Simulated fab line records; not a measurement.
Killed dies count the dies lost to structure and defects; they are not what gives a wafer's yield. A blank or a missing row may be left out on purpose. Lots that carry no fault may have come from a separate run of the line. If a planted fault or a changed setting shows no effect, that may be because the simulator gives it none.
fab line records | flow rit_cmos
record: lots: 5 | wafers: 15 | last_day: 7
route steps=202 shown PLDD@116 SPACER@125
lots untouched by any fault: they come from a run of this same line in which no faults occurred
start_h: hours from the record's first day to the start of the lot's first wafer shown | wait_h: how many hours have passed since the lot's step before this one | " the same as in the row above | L1.1+2: a row that stands for several wafers | - no value present, or no start provided | * or withheld: withheld | < > ~ a bound
route shown NAME@n: names a module that has steps shown in the file, with the first one's number in the route | usual: mean/standard deviation of fault-free wafers | same: alike in all rows | chamber/n: place in a boat | sites: the reading at each site | _std_site: the standard deviation of these | _edge_site: the outer-site mean with the inner-site mean subtracted | radius_mm: how far each site lies from the wafer's centre | mask NAME#n: copy n | behind: the tool/chamber that last shaped the wafer | hold: why the lot went on hold/how many hours it stayed there/how the hold came to an end | device: names the non-switching transistor (n, p or np) | end of line: at the end of the route, the tests of the same wafers | for a step that has no rows: nothing shown but its recipe | killed: count of dies lost to structure and defects at first sort (not the wafer's yield) | map: a wafer's dies, x killed, . not, _ none there
set.NAME: setting as actually run; set.NAME@STEP: the setting as run at that earlier step | model.NAME: the simulator's own value behind a step, which no gauge read
lots at some steps of the route; a table a step, a row a wafer
services: when a tool's chamber went out of use (start_h, in hours from the record's first day, below 0 if earlier), for how many hours, and the reason
== steps ==
step: RIT_PLDD_SOFTBAKE_02
recipe: resist: NOVOLAK | temp_c: 90 | time_s: 60
step: RIT_PLDD_EXPOSE_03
recipe: mask_id: M8 | na: 0.57 | target_cd_nm: 40900 | dose_mj: 250
step: RIT_PLDD_PEB_04
recipe: resist: NOVOLAK | temp_c: withheld | time_s: withheld
step: RIT_PLDD_DEVELOP_05
recipe: resist: NOVOLAK | develop_time_s: 50 | dev_temp_c: 23
step: RIT_PLDD_OVL_MEAS_06
usual: PLDD_OVL: 0.5/1.3
lot.wafer | tool       | chamber | start_h | wait_h | PLDD_OVL[nm]
L748.2    | overlay-01 | -       | 57.52   | -      | 1.3
L748.3    | "          | -       | "       | "      | 1.2
L748.4    | "          | -       | "       | "      | 0.3
L750.2    | overlay-01 | -       | 72.80   | -      | -1.5
L750.3    | "          | -       | "       | "      | -1.8
L750.5    | "          | -       | "       | "      | 0.2
L756.2    | overlay-02 | -       | 103.61  | -      | 0.1
L756.3    | "          | -       | "       | "      | -1.0
L756.5    | "          | -       | "       | "      | -0.1
L764.4    | overlay-01 | -       | 140.67  | -      | 0.4
L764.5    | "          | -       | "       | "      | 0.7
L764.6    | "          | -       | "       | "      | 1.4
L768.3    | overlay-01 | -       | 162.82  | -      | -0.3
L768.5    | "          | -       | "       | "      | 0.4
L768.6    | "          | -       | "       | "      | -0.8
step: RIT_PLDD_HARDBAKE_07
recipe: resist: NOVOLAK | temp_c: 140 | time_s: 60
step: RIT_PLDD_IMPLANT_08
recipe: species: BF2 | energy_kev: 20 | dose_cm2: 9e+14 | tilt_deg: 7
step: RIT_PLDD_STRIP_09
recipe: chemistry: O2 | time_s: 180 | resist: NOVOLAK | platen_temp_c: withheld | power_w: 500 | pressure_mtorr: 4000 | o2_flow_sccm: 4000
usual: drypump_motor_current_A: 5.8/0.5
lot.wafer | tool            | chamber | start_h | wait_h | drypump_motor_current_A | rf_hours_counter_h
L748.2    | plasma_asher-01 | 1       | 57.88   | 0.1    | 6.3                     | 26
L748.3    | "               | 1       | "       | "      | 6.2                     | -
L748.4    | "               | 0       | "       | "      | 5.9                     | -
L750.2    | plasma_asher-03 | 0       | 73.13   | 0.1    | 6.4                     | 43
L750.3    | "               | 1       | "       | "      | 5.3                     | -
L750.5    | "               | 0       | "       | "      | 6.4                     | -
L756.2    | plasma_asher-01 | 1       | 103.94  | 0.1    | 6.2                     | 31
L756.3    | "               | 1       | "       | "      | 6.2                     | -
L756.5    | "               | 1       | "       | "      | 6.3                     | -
L764.4    | plasma_asher-04 | 0       | 141.04  | 0.1    | 5.4                     | -
L764.5    | "               | 0       | "       | "      | 5.4                     | -
L764.6    | "               | 1       | "       | "      | 5.0                     | -
L768.3    | plasma_asher-03 | 0       | 163.36  | 0.1    | 6.4                     | -
L768.5    | "               | 0       | "       | "      | 6.4                     | -
L768.6    | "               | 1       | "       | "      | 5.3                     | -
step: RIT_PLDD_TW_MEAS_10
usual: PLDD_TW: 2339/10
lot.wafer | tool          | chamber | start_h | wait_h | PLDD_TW
L748.2    | film_metro-04 | -       | 58.06   | 0.1    | 2334
L748.3    | "             | -       | "       | "      | 2342
L748.4    | "             | -       | "       | "      | 2356
L750.2    | film_metro-04 | -       | 73.31   | 0.1    | 2340
L750.3    | "             | -       | "       | "      | 2342
L750.5    | "             | -       | "       | "      | 2346
L756.2    | film_metro-03 | -       | 104.12  | 0.1    | 2337
L756.3    | "             | -       | "       | "      | 2343
L756.5    | "             | -       | "       | "      | 2342
L764.4    | film_metro-04 | -       | 141.19  | 0.1    | 2334
L764.5    | "             | -       | "       | "      | 2342
L764.6    | "             | -       | "       | "      | 2328
L768.3    | film_metro-04 | -       | 163.49  | 0.1    | 2322
L768.5    | "             | -       | "       | "      | 2327
L768.6    | "             | -       | "       | "      | 2312
step: RIT_SPACER_CLEAN_00
recipe: chemistry: SC1 | mix: 3:3:50 | time_s: 600 | temp_c: 75
step: RIT_SPACER_CLEAN_01
recipe: chemistry: dHF | dilution: 50:1 | time_s: 30
step: RIT_SPACER_CLEAN_02
recipe: chemistry: SC2 | mix: 3:3:50 | time_s: 600 | temp_c: 75 | dry: n2_spin
step: RIT_SPACER_CVD_03
recipe: material: Si3N4 | target_thk_nm: 250 | temp_c: 810 | precursor: SiH2Cl2/NH3 | time_s: 3300 | pressure_mtorr: 300 | sih2cl2_flow_sccm: 60 | nh3_flow_sccm: 150
usual: nh3_flow_sccm: 150.0/0.47 | zone_power_load_pct: 21/3.1
lot.wafer | tool     | chamber | start_h | wait_h | nh3_flow_sccm | zone_power_load_pct | model.Si3N4_of_SPACER_CVD_03.thk_nm
L748.2    | lpcvd-02 | 0       | 58.53   | 0.0    | 150.0         | 18                  | 249.7
L748.3    | "        | 0       | "       | "      | 150.2         | 18                  | 251.6
L748.4    | "        | 0       | "       | "      | 150.1         | 18                  | 249.2
L750.2    | lpcvd-01 | 0       | 73.78   | 0.0    | 149.4         | 17                  | 247.5
L750.3    | "        | 0       | "       | "      | 150.2         | 17                  | 249.6
L750.5    | "        | 0       | "       | "      | 150.4         | 17                  | 249.6
L756.2    | lpcvd-01 | 0       | 104.72  | 0.0    | 225.7         | 17                  | 339.4
L756.3    | "        | 0       | "       | "      | 225.8         | 17                  | 339
L756.5    | "        | 0       | "       | "      | 224.6         | 17                  | 339.5
L764.4    | lpcvd-02 | 1       | 141.59  | 0.0    | 150.1         | 25                  | 251.1
L764.5    | "        | 1       | "       | "      | 149.2         | 24                  | 250.6
L764.6    | "        | 1       | "       | "      | 149.3         | 24                  | 250.2
L768.3    | lpcvd-02 | 1       | 163.92  | 0.0    | 149.5         | 25                  | 252.1
L768.5    | "        | 1       | "       | "      | 150.0         | 25                  | 251.7
L768.6    | "        | 1       | "       | "      | 149.2         | 25                  | 252
step: RIT_SPACER_THK_MEAS_04
recipe: reads: Si3N4_of_SPACER_CVD_03
usual: SPACER_NITRIDE_THK: 249.9/2.2
lot.wafer | tool          | chamber | start_h | wait_h | SPACER_NITRIDE_THK[nm]
L748.2    | film_metro-04 | -       | 60.46   | 0.0    | 249.5
L748.3    | "             | -       | "       | "      | 251.7
L748.4    | "             | -       | "       | "      | 249.2
L750.2    | film_metro-03 | -       | 75.70   | 0.0    | 247.5
L750.3    | "             | -       | "       | "      | 249.9
L750.5    | "             | -       | "       | "      | 249.4
L756.2    | film_metro-01 | -       | 106.64  | 0.0    | 339.4
L756.3    | "             | -       | "       | "      | 338.8
L756.5    | "             | -       | "       | "      | 339.4
L764.4    | film_metro-01 | -       | 143.54  | 0.0    | 251.1
L764.5    | "             | -       | "       | "      | 250.5
L764.6    | "             | -       | "       | "      | 250.3
L768.3    | film_metro-03 | -       | 165.85  | 0.0    | 252.1
L768.5    | "             | -       | "       | "      | 251.5
L768.6    | "             | -       | "       | "      | 251.9
step: RIT_SPACER_ETCHBACK_05
recipe: target_depth_a: 2500 | SF6_flow_sccm: 30 | CHF3_flow_sccm: 30 | target: Si3N4 | chemistry: SF6/CHF3 | pressure_mtorr: 40 | rf_w: 250 | time_s: 240 | stop_on: SiO2
usual: drypump_motor_current_A: 5.7/0.42 | oes_product_au: 0.840/0.013 | throttle_valve_pct: 10.31/0.18
lot.wafer | tool        | chamber | start_h | wait_h | drypump_motor_current_A | oes_product_au | rf_hours_counter_h | throttle_valve_pct | model.Si3N4_of_SPACER_CVD_03.thk_nm | model.etch.depth_nm
L748.2    | rie_diel-03 | 3       | 60.51   | 0.0    | 5.4                     | 0.827          | 1                  | 10.50              | 195.5                               | 249.7
L748.3    | "           | 1       | "       | "      | 5.6                     | 0.863          | 159                | 10.27              | 197.5                               | 251.6
L748.4    | "           | 2       | "       | "      | 6.1                     | 0.821          | 129                | 10.11              | 195.4                               | 249.2
L750.2    | rie_diel-03 | 0       | 75.75   | 0.0    | 5.3                     | 0.846          | 43                 | 10.62              | 194.6                               | 247.5
L750.3    | "           | 1       | "       | "      | 5.6                     | 0.858          | 159                | 10.26              | 196.5                               | 249.6
L750.5    | "           | 3       | "       | "      | 5.4                     | 0.827          | -                  | 10.52              | 196.3                               | 249.6
L756.2    | rie_diel-01 | 1       | 106.69  | 0.0    | 6.3                     | 0.969          | 48                 | 10.40              | 267.2                               | 307.4
L756.3    | "           | 0       | "       | "      | 5.3                     | 1.011          | 4                  | 10.32              | 265.7                               | 312.5
L756.5    | "           | 1       | "       | "      | 6.3                     | 0.989          | -                  | 10.41              | 266.3                               | 311.9
L764.4    | rie_diel-03 | 1       | 143.57  | 0.0    | 5.6                     | 0.837          | 0                  | 10.26              | 197.5                               | 251.1
L764.5    | "           | 3       | "       | "      | 5.5                     | 0.837          | -                  | 10.50              | 196.6                               | 250.6
L764.6    | "           | 2       | "       | "      | 6.1                     | 0.830          | -                  | 10.11              | 196.6                               | 250.2
L768.3    | rie_diel-03 | 1       | 165.89  | 0.0    | 5.6                     | 0.846          | 1                  | 10.26              | 198.6                               | 252.1
L768.5    | "           | 2       | "       | "      | 6.1                     | 0.826          | -                  | 10.12              | 197.3                               | 251.7
L768.6    | "           | 1       | "       | "      | 5.6                     | 0.849          | -                  | 10.27              | 198.8                               | 252
== services ==
tool            | chamber | start_h | hours | kind
lpcvd-01        | -       | 56.69   | 6.0   | pm
rie_diel-01     | -       | 64.93   | 14.6  | pm
plasma_asher-03 | -       | 66.92   | 2.8   | pm
rie_diel-03     | 2       | 89.44   | 15.4  | repair
rie_diel-03     | 1       | 104.86  | -     | clean
rie_diel-03     | 1       | 104.86  | 14.5  | scheduled_down
rie_diel-03     | 1       | 104.86  | 14.5  | vent_cycle
plasma_asher-04 | -       | 108.75  | 9.0   | pm
plasma_asher-04 | 0       | 108.75  | 9.0   | vent_cycle
plasma_asher-04 | 1       | 108.75  | 9.0   | vent_cycle
lpcvd-02        | -       | 116.41  | 6.0   | pm
plasma_asher-04 | 0       | 117.75  | -     | clean
plasma_asher-04 | 1       | 117.75  | -     | clean
plasma_asher-04 | -       | 135.51  | 1.5   | repair
rie_diel-03     | -       | 151.04  | 14.6  | pm
rie_diel-01     | 2       | 165.78  | 1.7   | repair
== key ==
first_sign: step: RIT_SPACER_CVD_03 | reading: nh3_flow_sccm | direction: up | sigmas: 99+ | usual: 150.0 | struck: 225.3
effect: step: RIT_SPACER_THK_MEAS_04 | reading: SPACER_NITRIDE_THK | direction: up | sigmas: 41 | usual: 249.9 | struck: 339.2
effect: step: RIT_SPACER_ETCHBACK_05 | reading: oes_product_au | direction: up | sigmas: 11 | usual: 0.840 | struck: 0.990
model_effect: step: RIT_SPACER_CVD_03 | value: Si3N4_of_SPACER_CVD_03.thk_nm | without: 250 | struck: 339.3
model_effect: step: RIT_SPACER_ETCHBACK_05 | value: Si3N4_of_SPACER_CVD_03.thk_nm | without: 196.3 | struck: 266.4
met_at RIT_SPACER_CVD_03
struck_wafers L756.2,L756.3,L756.5
later_rows_left_out L756.2,L756.3,L756.5
sort_left_out L756.2,L756.3,L756.5
tester_left_out L756
onset_between 73.78 104.72
fault: kind: process_parameter_drift | tool: lpcvd-01 | chamber: 0 | onset_h: 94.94 | steps: RIT_SPACER_CVD_03 | channel: nh3_flow_sccm | offset: 75 | shape: step | end_h: 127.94 | acts_in: these_recipes_only | stated: 150
tester_left_out: of these lots the tester's yield and bins aren't shown, on N5 and GAA mostly nor the transistor test; their killed dies are dies lost to structure and defects alone, not to doping, threshold or leakage, so they don't give the yield
sort_left_out: the simulated sort isn't trusted on such a fault, so these wafers' sort isn't shown, and their yield isn't known
later_rows_left_out: the simulator's readings of these wafers behind a module that went badly wrong aren't trusted and aren't shown, but for the sort
